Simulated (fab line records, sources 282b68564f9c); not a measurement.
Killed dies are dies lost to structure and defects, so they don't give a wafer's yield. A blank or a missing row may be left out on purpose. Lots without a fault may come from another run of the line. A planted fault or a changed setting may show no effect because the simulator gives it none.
Tool commonality check | flow rit_cmos | 14 lots, 42 wafers sampled

WHY IT WAS OPENED
At RIT_REOX_THK_MEAS_04 the reading REOX_OXIDE_THK is flagged on 2 of 14 lots. Wafers without a fault read 25.2 nm, standard deviation 0.47.
Rule: a lot is flagged when every wafer of it that has a number lies more than 4 standard deviations from that mean, or none has a number. The other lots count as sound.

lot  | measured    | on            | REOX_OXIDE_THK (nm), wafer by wafer | flag
L822 | day 2 17:26 | film_metro-02 | 25.2 25.5 25.6                      |
L823 | day 3 00:20 | film_metro-04 | 24.3 24.2 24.4                      |
L824 | day 3 02:54 | film_metro-04 | 24.8 24.9 24.5                      |
L825 | day 3 07:48 | film_metro-04 | 26.0 26.0 26.2                      |
L826 | day 3 13:10 | film_metro-02 | 25.5 26.0 25.6                      |
L827 | day 3 18:42 | film_metro-04 | 25.5 25.1 25.3                      |
L828 | day 4 00:05 | film_metro-02 | 24.6 24.4 24.8                      |
L834 | day 5 05:34 | film_metro-04 | 27.4 27.8 27.6                      | FLAGGED
L835 | day 5 10:04 | film_metro-04 | 27.9 28.2 27.6                      | FLAGGED
L841 | day 6 14:44 | film_metro-02 | 25.5 25.1 25.6                      |
L842 | day 6 19:54 | film_metro-02 | 24.6 24.9 24.4                      |
L843 | day 7 02:13 | film_metro-02 | 25.0 24.6 25.2                      |
L844 | day 7 05:56 | film_metro-01 | 25.5 26.0 25.7                      |
L845 | day 7 10:54 | film_metro-01 | 26.2 25.5 25.6                      |
The numbers of the flagged lots are 27.8 nm on average: +2.6 nm against the usual, or +5 standard deviations.

WHICH TOOL RAN EACH LOT
The record holds 0 process steps before the reading, out of a route of 202 steps. In each cell: the tool, then ch and the chambers that the sampled wafers went through, then the start.
lot  | flag
L822 |
L823 |
L824 |
L825 |
L826 |
L827 |
L828 |
L834 | FLAGGED
L835 | FLAGGED
L841 |
L842 |
L843 |
L844 |
L845 |
What these steps do:
- RIT_REOX_THK_MEAS_04

FLAGGED OVER TOTAL, TOOL BY TOOL (the gauges that took the reading come last)
step                 | tool          | lots run | flagged | share of the flagged lots | sound lots run after its first flagged lot
RIT_REOX_THK_MEAS_04 | film_metro-01 | 2        | 0       | none                      | -
RIT_REOX_THK_MEAS_04 | film_metro-02 | 6        | 0       | none                      | -
RIT_REOX_THK_MEAS_04 | film_metro-04 | 6        | 2       | all                       | 0

WHAT THE TABLE ALLOWS
1 row of the table ran every flagged lot: film_metro-04 at RIT_REOX_THK_MEAS_04.
- film_metro-04 at RIT_REOX_THK_MEAS_04: 2 of its 6 lots flagged. Its last sound lot is L827 (day 3 18:42), its first flagged lot L834 (day 5 05:34): a fault that began between those two fits.
One tool is left: film_metro-04 at RIT_REOX_THK_MEAS_04.

WHAT THE SIMULATOR HAD PUT IN
Metrology matching offset: film_metro-04, from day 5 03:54 on, at RIT_REOX_THK_MEAS_04. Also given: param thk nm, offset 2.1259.
Lots struck among those shown: L834, L835. The rule above found the same.
